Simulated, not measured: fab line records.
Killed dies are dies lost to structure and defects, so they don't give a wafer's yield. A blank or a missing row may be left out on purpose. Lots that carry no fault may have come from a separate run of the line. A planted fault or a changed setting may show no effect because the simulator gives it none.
Split-lot study / flow berkeley cmos170 / 5 lots, 23 wafers read, on a route of 331 steps

THE SPLIT
At UCB170_M1_METAL_ETCH_12 (etches Al in Cl2/BCl3, stops on PSG, target depth 780 nm, time 130 s), the setting time s was moved away from the recipe's 130 s on 10 of the 23 wafers read, by -9.3% to +9.8%. This setting was run at the recipe's value on the other wafers.

The split's own step is where the reading is taken.

THE READING
KrF_of_M1_COAT_04.thk nm (the simulator's own value, which no gauge read), in nm, at UCB170_M1_METAL_ETCH_12 (etches Al in Cl2/BCl3, stops on PSG, target depth 780 nm, time 130 s). There is no usual value for it anywhere in the file. Average 433.7 nm, standard deviation 14 nm, over the 13 wafers here run with the recipe.

wafer=L074.1; tool, chamber at the split=rie metal-04, 0; time s as run, s=117.9; against the recipe=-9.3%; KrF_of_M1_COAT_04.thk nm, nm=498.9; against lot-mates on the recipe=+43.2
wafer=L074.3; tool, chamber at the split=rie metal-04, 0; time s as run, s=117.9; against the recipe=-9.3%; KrF_of_M1_COAT_04.thk nm, nm=498.7; against lot-mates on the recipe=+43.0
wafer=L074.4; tool, chamber at the split=rie metal-04, 0; time s as run, s=117.9; against the recipe=-9.3%; KrF_of_M1_COAT_04.thk nm, nm=492.3; against lot-mates on the recipe=+36.6
wafer=L074.5; tool, chamber at the split=rie metal-04, 0; time s as run, s=130; against the recipe=recipe; KrF_of_M1_COAT_04.thk nm, nm=453.1; against lot-mates on the recipe=-
wafer=L074.6; tool, chamber at the split=rie metal-04, 0; time s as run, s=130; against the recipe=recipe; KrF_of_M1_COAT_04.thk nm, nm=458.3; against lot-mates on the recipe=-
wafer=L077.3; tool, chamber at the split=rie metal-04, 0; time s as run, s=130; against the recipe=recipe; KrF_of_M1_COAT_04.thk nm, nm=437.1; against lot-mates on the recipe=-
wafer=L077.5; tool, chamber at the split=rie metal-04, 1; time s as run, s=130; against the recipe=recipe; KrF_of_M1_COAT_04.thk nm, nm=447.8; against lot-mates on the recipe=-
wafer=L077.6; tool, chamber at the split=rie metal-04, 0; time s as run, s=130; against the recipe=recipe; KrF_of_M1_COAT_04.thk nm, nm=437.5; against lot-mates on the recipe=-
wafer=L079.1; tool, chamber at the split=rie metal-01, 0; time s as run, s=130; against the recipe=recipe; KrF_of_M1_COAT_04.thk nm, nm=419.2; against lot-mates on the recipe=-
wafer=L079.2; tool, chamber at the split=rie metal-01, 0; time s as run, s=130; against the recipe=recipe; KrF_of_M1_COAT_04.thk nm, nm=423.1; against lot-mates on the recipe=-
wafer=L079.4; tool, chamber at the split=rie metal-01, 0; time s as run, s=135.6; against the recipe=+4.3%; KrF_of_M1_COAT_04.thk nm, nm=404.4; against lot-mates on the recipe=-18.0
wafer=L079.5; tool, chamber at the split=rie metal-01, 0; time s as run, s=135.6; against the recipe=+4.3%; KrF_of_M1_COAT_04.thk nm, nm=403.7; against lot-mates on the recipe=-18.7
wafer=L079.6; tool, chamber at the split=rie metal-01, 0; time s as run, s=130; against the recipe=recipe; KrF_of_M1_COAT_04.thk nm, nm=425; against lot-mates on the recipe=-
wafer=L082.2; tool, chamber at the split=rie metal-01, 1; time s as run, s=130; against the recipe=recipe; KrF_of_M1_COAT_04.thk nm, nm=422.9; against lot-mates on the recipe=-
wafer=L082.3; tool, chamber at the split=rie metal-01, 1; time s as run, s=142.3; against the recipe=+9.5%; KrF_of_M1_COAT_04.thk nm, nm=380.5; against lot-mates on the recipe=-41.0
wafer=L082.4; tool, chamber at the split=rie metal-01, 0; time s as run, s=142.3; against the recipe=+9.5%; KrF_of_M1_COAT_04.thk nm, nm=384.2; against lot-mates on the recipe=-37.3
wafer=L082.5; tool, chamber at the split=rie metal-01, 0; time s as run, s=142.3; against the recipe=+9.5%; KrF_of_M1_COAT_04.thk nm, nm=382.3; against lot-mates on the recipe=-39.2
wafer=L082.6; tool, chamber at the split=rie metal-01, 1; time s as run, s=130; against the recipe=recipe; KrF_of_M1_COAT_04.thk nm, nm=420.1; against lot-mates on the recipe=-
wafer=L083.1; tool, chamber at the split=rie metal-02, 0; time s as run, s=130; against the recipe=recipe; KrF_of_M1_COAT_04.thk nm, nm=423.8; against lot-mates on the recipe=-
wafer=L083.2; tool, chamber at the split=rie metal-02, 1; time s as run, s=130; against the recipe=recipe; KrF_of_M1_COAT_04.thk nm, nm=450.1; against lot-mates on the recipe=-
wafer=L083.3; tool, chamber at the split=rie metal-02, 0; time s as run, s=130; against the recipe=recipe; KrF_of_M1_COAT_04.thk nm, nm=420.7; against lot-mates on the recipe=-
wafer=L083.4; tool, chamber at the split=rie metal-02, 1; time s as run, s=142.7; against the recipe=+9.8%; KrF_of_M1_COAT_04.thk nm, nm=404.3; against lot-mates on the recipe=-27.2
wafer=L083.5; tool, chamber at the split=rie metal-02, 0; time s as run, s=142.7; against the recipe=+9.8%; KrF_of_M1_COAT_04.thk nm, nm=376.9; against lot-mates on the recipe=-54.6

THE FIT
A straight line over all 23 wafers: KrF_of_M1_COAT_04.thk nm changes by -5.79 nm for each +1% of time s; r = -0.94; the points scatter about the line by 13 nm.
The same after taking each lot's own level away (the mean of its wafers on the recipe; 23 wafers): -4.26 nm for each +1%; r = -0.96; scatter 7.1 nm.
According to that fit, moving time s by its largest amount changes the reading by 42 nm.
Measured against the standard deviation above, the lots' own levels, which go from 421.50 to 455.70 nm, span 2.5 times it.
Thus the slope moves with the lot-to-lot level: the two fits are different.
Check: -43.6 nm against its lot-mates is what the line predicts for one of the wafers moved furthest among these (+9.8%) when that wafer is left out of the fit. Against them it came out at -27.2 nm.

FILE'S OWN FIT
KrF_of_M1_COAT_04.thk nm changes by -4.24 nm for each +1% of time s, r = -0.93.
